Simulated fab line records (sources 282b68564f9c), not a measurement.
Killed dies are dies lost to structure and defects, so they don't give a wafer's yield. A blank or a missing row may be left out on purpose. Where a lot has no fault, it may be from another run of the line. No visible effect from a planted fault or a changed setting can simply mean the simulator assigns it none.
A lot that was struck, set against a sound lot	flow rit cmos	17 out of 202 route steps
Sound: wafers L317.1, L317.4, L317.5. Wafers L310.1, L310.4, L310.5 were the ones struck. The cause comes at the end.
Per side, at each step with rows, come the tool, then ch with its chambers, and then its first start. Under that, the readings that differ: sound wafers	struck wafers	difference of the means	sigmas: that difference in standard deviations of wafers without a fault.
alike: readings with means less than 2 such deviations apart, plus words and numbers identical on both sides. not compared: withheld readings, readings lacking a value on some wafer, bounds such as >300 that could conceal the same value, and numbers that have no deviation in the record and whose values overlap.
Wherever a step has rows on one side only, a row that says differs or no value, or a row with sigmas, the two part there. Numbers that have no deviation but don't overlap get no sigmas and don't part them. A reading missing from all wafers of one side parts the sides only when that side holds two or more wafers.

RIT_PWELL_TW_MEAS_10:
  sound: film metro-04 at day 4 15:22; struck: film metro-03 at day 3 05:16
  alike: PWELL_TW
then, 1 step without rows for these wafers: RIT_WELLDRIVE_ANNEAL_00 (time 14700 s).
RIT_WELLDRIVE_RS_MEAS_01: the measuring method here is four-point-probe.
  sound: film metro-02 at day 4 20:31; struck: film metro-03 at day 3 11:46
  alike: NWELL_RS
RIT_WELLDRIVE_RS_MEAS_02: the measuring method here is four-point-probe.
  sound: film metro-02 at day 4 20:38; struck: film metro-03 at day 3 11:53
  alike: PWELL_RS
then, 6 steps without rows for these wafers: RIT_NRETRO_HMDS_00 (prime time 60 s); RIT_NRETRO_COAT_01 (resist thk 1300 nm); RIT_NRETRO_SOFTBAKE_02 (time 60 s); RIT_NRETRO_EXPOSE_03 (exposes mask M4, target cd 43900 nm); RIT_NRETRO_PEB_04; RIT_NRETRO_DEVELOP_05 (develop time 68 s).
RIT_NRETRO_OVL_MEAS_06:
  sound: overlay-02 at day 4 21:46; struck: overlay-02 at day 3 13:00
  alike: NRETRO_OVL
then, 1 step without rows for these wafers: RIT_NRETRO_HARDBAKE_07 (time 120 s).
RIT_NRETRO_IMPLANT_08:
  sound on implanter-03 ch 0, day 4 22:03; struck on implanter-03 ch 0, day 3 13:36
RIT_NRETRO_STRIP_09: strips in O2, time 180 s.
  sound on plasma asher-02 ch 0,1, day 4 22:12; struck on plasma asher-01 ch 0,1, day 3 13:45
reading	sound	struck	difference	sigmas
drypump motor current A (A)	6.4 6.3 6.3	5.5 5.5 5.5	-0.8	-2
  not compared: rf hours counter h
RIT_NRETRO_TW_MEAS_10:
  sound: film metro-01 at day 4 22:22; struck: film metro-02 at day 3 13:56
reading	sound	struck	difference	sigmas
NRETRO_TW	1040 1046 1043	1322 1324 1316	+278	+32
then, 1 step without rows for these wafers: RIT_PRETRO_HMDS_00 (prime time 60 s).
RIT_M1_PROBE_99:
  the record has rows for the struck wafers here (prober-02, day 4 21:11) and none for the sound ones

WHERE THEY PART
Last at RIT_M1_PROBE_99 as far as this record goes, first at RIT_NRETRO_STRIP_09.

WHY: what the simulator had put in
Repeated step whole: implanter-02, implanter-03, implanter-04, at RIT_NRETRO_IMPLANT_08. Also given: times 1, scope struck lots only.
